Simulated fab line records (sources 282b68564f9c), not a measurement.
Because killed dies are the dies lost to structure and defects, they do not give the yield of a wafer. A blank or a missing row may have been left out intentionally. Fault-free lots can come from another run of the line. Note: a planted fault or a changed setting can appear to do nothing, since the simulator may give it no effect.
fab line records	flow rit-cmos	part 2 of 2: steps 26 to 35 of 35
[record] lots = 5	wafers = 15	last-day = 7
route steps=202 shown ACTIVE@14 FOX1@20 FOX2@23 NWELL@28 PWELL@39
lots that met no fault: taken from a fault-free run of the same line
start-h: start of the lot's first displayed wafer, in hours after the record's first day	wait-h: time in hours since the lot's previous step	" same as the row above	L1.1+2: several wafers, shown together as one row	- value missing, or start not given	* or withheld: withheld	< > ~ a bound
route shown NAME@n: a module of which the file shows steps, and the number in the route of the first	usual: mean and standard deviation over wafers with no fault	same: alike in all rows	chamber/n: place in a boat	sites: the reading at each site	_std_site: standard deviation of those values	_edge_site: the outer-site mean with the inner-site mean subtracted	radius-mm: for every site, how far away it sits from the centre of the wafer	mask NAME#n: copy n	behind: the tool/chamber that last shaped the wafer	hold: why the lot went on hold/how many hours it stayed there/how the hold came to an end	device: the transistor (n, p or np) that didn't switch	end of line: the tests these same wafers got at the end of their route	for a step that has no rows: nothing shown but its recipe	killed: the dies lost at the first sort to structure and to defects; this is not the yield of the wafer	map: the dies of a wafer, with x for killed, . for not killed, _ for no die there
set.NAME: the setting as run; set.NAME@STEP: as run at that earlier step	model.NAME: the simulator's own value behind a step, which no gauge read
a table for each step, a row for each wafer; lots at some steps of the route
services: when a tool's chamber went out of use (start-h, in hours from the record's first day, below 0 if earlier), for how many hours, and the reason
[[steps]]
[step RIT_PWELL_HMDS_00]
[recipe] prime-time-s = 60	prime-temp-c = 140
[usual] prime-temp-c = 140.03/0.14	resist-line-temp-C = 23.01/0.11
lot.wafer	tool	chamber	start-h	wait-h	prime-temp-c	resist-line-temp-C
L075.1	litho-track-03	0	27.38	0.1	139.90	22.76
L075.3	"	0	"	"	139.97	22.82
L075.4	"	0	"	"	139.91	22.88
L077.1	litho-track-04	0	37.41	0.1	140.25	22.81
L077.3	"	0	"	"	140.07	22.98
L077.4	"	0	"	"	140.16	22.83
L080.1	litho-track-04	0	53.36	0.1	140.03	23.00
L080.3	"	0	"	"	139.84	23.05
L080.4	"	0	"	"	139.96	22.98
L088.1	litho-track-03	0	94.65	0.1	140.44	23.13
L088.2	"	0	"	"	140.39	22.97
L088.6	"	0	"	"	140.33	23.08
L096.1	litho-track-04	0	132.14	0.1	140.13	22.98
L096.4	"	0	"	"	140.24	23.10
L096.6	"	0	"	"	140.21	22.86
[step RIT_PWELL_COAT_01]
[recipe] resist = NOVOLAK	spin-rpm = 2000	resist-thk-nm = 1286
[usual] dispense-pressure-kPa = 55.2/0.53	resist-line-temp-C = 23.01/0.12
lot.wafer	tool	chamber	start-h	wait-h	dispense-pressure-kPa	resist-line-temp-C
L075.1	litho-track-03	0	27.53	0.1	54.4	22.99
L075.3	"	0	"	"	54.4	22.98
L075.4	"	0	"	"	54.4	23.04
L077.1	litho-track-04	0	37.56	0.1	55.6	22.81
L077.3	"	0	"	"	55.5	22.95
L077.4	"	0	"	"	55.6	23.04
L080.1	litho-track-04	0	53.51	0.1	55.5	23.12
L080.3	"	0	"	"	55.5	23.19
L080.4	"	0	"	"	55.5	23.19
L088.1	litho-track-03	0	94.80	0.1	54.3	22.88
L088.2	"	0	"	"	54.4	23.03
L088.6	"	0	"	"	54.4	22.95
L096.1	litho-track-04	0	132.29	0.1	55.6	22.94
L096.4	"	0	"	"	55.6	22.89
L096.6	"	0	"	"	55.6	23.04
[step RIT_PWELL_SOFTBAKE_02]
[recipe] resist = NOVOLAK	temp-c = 90	time-s = 60
[usual] resist-line-temp-C = 22.99/0.11
lot.wafer	tool	chamber	start-h	wait-h	resist-line-temp-C
L075.1	litho-track-03	0	27.68	0.1	22.96
L075.3	"	0	"	"	23.17
L075.4	"	0	"	"	22.86
L077.1	litho-track-04	0	37.71	0.1	23.04
L077.3	"	0	"	"	23.03
L077.4	"	0	"	"	22.95
L080.1	litho-track-04	0	53.66	0.1	23.08
L080.3	"	0	"	"	23.16
L080.4	"	0	"	"	22.93
L088.1	litho-track-03	0	94.95	0.1	22.81
L088.2	"	0	"	"	22.77
L088.6	"	0	"	"	22.78
L096.1	litho-track-04	0	132.44	0.1	23.00
L096.4	"	0	"	"	22.87
L096.6	"	0	"	"	23.03
[step RIT_PWELL_EXPOSE_03]
[recipe] mask-id = M3	na = 0.57	target-cd-nm = 43700	dose-mj = 250
[usual] focus-offset-nm = -0.1/0.57
lot.wafer	tool	chamber	start-h	wait-h	mask	focus-offset-nm
L075.1	iline-stepper-02	0	27.83	0.1	M3#0	-0.2
L075.3	"	0	"	"	M3#0	0.0
L075.4	"	0	"	"	M3#0	0.0
L077.1	iline-stepper-02	0	37.86	0.1	M3#0	0.4
L077.3	"	0	"	"	M3#0	0.2
L077.4	"	0	"	"	M3#0	0.3
L080.1	iline-stepper-01	0	53.81	0.1	M3#0	-0.9
L080.3	"	0	"	"	M3#0	-1.1
L080.4	"	0	"	"	M3#0	-1.3
L088.1	iline-stepper-02	0	95.20	0.2	M3#0	1.0
L088.2	"	0	"	"	M3#0	0.2
L088.6	"	0	"	"	M3#0	0.3
L096.1	iline-stepper-02	0	132.59	0.1	M3#0	-0.4
L096.4	"	0	"	"	M3#0	0.8
L096.6	"	0	"	"	M3#0	-0.5
[step RIT_PWELL_PEB_04]
[recipe] resist = NOVOLAK	temp-c = withheld	time-s = withheld
[usual] resist-line-temp-C = *
lot.wafer	tool	chamber	start-h	wait-h	resist-line-temp-C
L075.1	litho-track-03	0	27.94	0.1	*
L075.3	"	0	"	"	*
L075.4	"	0	"	"	*
L077.1	litho-track-04	0	37.98	0.1	*
L077.3	"	0	"	"	*
L077.4	"	0	"	"	*
L080.1	litho-track-01	0	53.93	0.1	*
L080.3	"	0	"	"	*
L080.4	"	0	"	"	*
L088.1	litho-track-03	0	95.31	0.1	*
L088.2	"	0	"	"	*
L088.6	"	0	"	"	*
L096.1	litho-track-04	0	132.70	0.1	*
L096.4	"	0	"	"	*
L096.6	"	0	"	"	*
[step RIT_PWELL_DEVELOP_05]
[recipe] resist = NOVOLAK	develop-time-s = 68	dev-temp-c = 23
[usual] developer-temp-C = 23.00/0.095	resist-line-temp-C = 23.00/0.11
lot.wafer	tool	chamber	start-h	wait-h	developer-temp-C	resist-line-temp-C
L075.1	litho-track-03	0	-	-	23.02	22.96
L075.3	"	0	"	"	23.00	22.86
L075.4	"	0	"	"	23.02	22.90
L077.1	litho-track-04	0	-	-	23.04	22.69
L077.3	"	0	"	"	23.06	22.92
L077.4	"	0	"	"	23.00	22.81
L080.1	litho-track-01	0	-	-	23.01	23.00
L080.3	"	0	"	"	22.74	22.96
L080.4	"	0	"	"	23.18	22.93
L088.1	litho-track-03	0	-	-	23.07	22.95
L088.2	"	0	"	"	23.08	22.90
L088.6	"	0	"	"	23.01	23.04
L096.1	litho-track-04	0	-	-	23.06	23.00
L096.4	"	0	"	"	23.25	23.01
L096.6	"	0	"	"	23.09	23.01
[step RIT_PWELL_OVL_MEAS_06]
[usual] PWELL_OVL = -0.7/1.6
lot.wafer	tool	chamber	start-h	wait-h	PWELL_OVL[nm]
L075.1	overlay-01	-	28.26	-	-2.0
L075.3	"	-	"	"	-1.7
L075.4	"	-	"	"	-2.4
L077.1	overlay-02	-	38.29	-	-0.5
L077.3	"	-	"	"	-1.9
L077.4	"	-	"	"	-3.6
L080.1	overlay-02	-	54.24	-	-2.4
L080.3	"	-	"	"	-2.6
L080.4	"	-	"	"	-1.6
L088.1	overlay-01	-	95.63	-	-2.2
L088.2	"	-	"	"	-1.8
L088.6	"	-	"	"	-1.5
L096.1	overlay-02	-	133.02	-	-0.8
L096.4	"	-	"	"	0.2
L096.6	"	-	"	"	-0.1
[step RIT_PWELL_HARDBAKE_07]
[recipe] resist = NOVOLAK	temp-c = 140	time-s = 120
[usual] resist-line-temp-C = 23.01/0.095
lot.wafer	tool	chamber	start-h	wait-h	resist-line-temp-C
L075.1	litho-track-01	0	28.29	0.0	23.06
L075.3	"	0	"	"	22.95
L075.4	"	0	"	"	23.03
L077.1	litho-track-04	0	38.44	0.1	23.02
L077.3	"	0	"	"	23.05
L077.4	"	0	"	"	23.19
L080.1	litho-track-03	0	54.28	0.0	22.86
L080.3	"	0	"	"	23.11
L080.4	"	0	"	"	22.93
L088.1	litho-track-03	0	95.66	0.0	23.13
L088.2	"	0	"	"	23.15
L088.6	"	0	"	"	23.04
L096.1	litho-track-04	0	133.05	0.0	23.08
L096.4	"	0	"	"	22.96
L096.6	"	0	"	"	22.97
[step RIT_PWELL_IMPLANT_08]
[recipe] species = B	energy-kev = 170	dose-cm2 = 7.089e+13	tilt-deg = 7
[usual] faraday-current-uA = 225/4.7
lot.wafer	tool	chamber	start-h	wait-h	faraday-current-uA
L075.1	implanter-04	0	28.54	0.2	227
L075.3	"	0	"	"	230
L075.4	"	0	"	"	224
L077.1	implanter-04	0	38.69	0.2	232
L077.3	"	0	"	"	218
L077.4	"	0	"	"	225
L080.1	implanter-03	0	54.53	0.2	222
L080.3	"	0	"	"	226
L080.4	"	0	"	"	227
L088.1	implanter-01	0	95.91	0.2	228
L088.2	"	0	"	"	226
L088.6	"	0	"	"	229
L096.1	implanter-03	0	133.30	0.2	225
L096.4	"	0	"	"	228
L096.6	"	0	"	"	226
[step RIT_PWELL_STRIP_09]
[recipe] chemistry = O2	time-s = 180	resist = NOVOLAK	platen-temp-c = withheld	power-w = 500	pressure-mtorr = 4000	o2-flow-sccm = 4000
[usual] drypump-motor-current-A = 5.7/0.65
lot.wafer	tool	chamber	start-h	wait-h	drypump-motor-current-A	rf-hours-counter-h
L075.1	plasma-asher-04	1	28.69	0.1	6.6	36
L075.3	"	1	"	"	6.7	-
L075.4	"	0	"	"	5.4	-
L077.1	plasma-asher-01	1	38.84	0.1	6.4	26
L077.3	"	0	"	"	4.9	-
L077.4	"	1	"	"	6.4	-
L080.1	plasma-asher-01	1	54.68	0.1	6.4	27
L080.3	"	0	"	"	4.9	-
L080.4	"	1	"	"	6.4	-
L088.1	plasma-asher-04	0	96.06	0.1	5.4	44
L088.2	"	1	"	"	6.6	44
L088.6	"	0	"	"	5.4	-
L096.1	plasma-asher-03	0	133.45	0.1	5.3	1
L096.4	"	0	"	"	5.3	-
L096.6	"	1	"	"	5.5	-
[[services]]
tool	chamber	start-h	hours	kind
furnace-04	-	-3.50	2.7	pm
implanter-01	-	8.98	2.2	repair
implanter-03	-	12.73	12.6	pm
rie-diel-03	2	13.56	6.8	repair
wet-bench-03	-	17.38	20.0	repair
rie-diel-03	-	17.95	2.8	pm
plasma-asher-04	-	21.83	2.8	pm
iline-stepper-02	-	30.82	2.1	pm
implanter-01	-	32.01	1.9	repair
implanter-03	-	34.00	2.7	repair
furnace-04	-	50.20	4.2	pm
rie-diel-02	0	51.74	13.6	repair
implanter-03	-	68.10	3.8	repair
plasma-asher-02	-	71.80	14.6	pm
wet-bench-03	-	78.89	1.9	pm
implanter-02	-	82.09	4.3	repair
plasma-asher-03	-	88.64	1.2	repair
iline-stepper-01	-	101.83	2.6	repair
iline-stepper-02	-	104.42	1.7	pm
plasma-asher-03	-	108.75	9.0	pm
implanter-02	-	116.09	2.6	repair
implanter-02	-	118.66	6.6	pm
iline-stepper-01	-	122.23	1.7	pm
implanter-04	-	131.88	6.2	repair
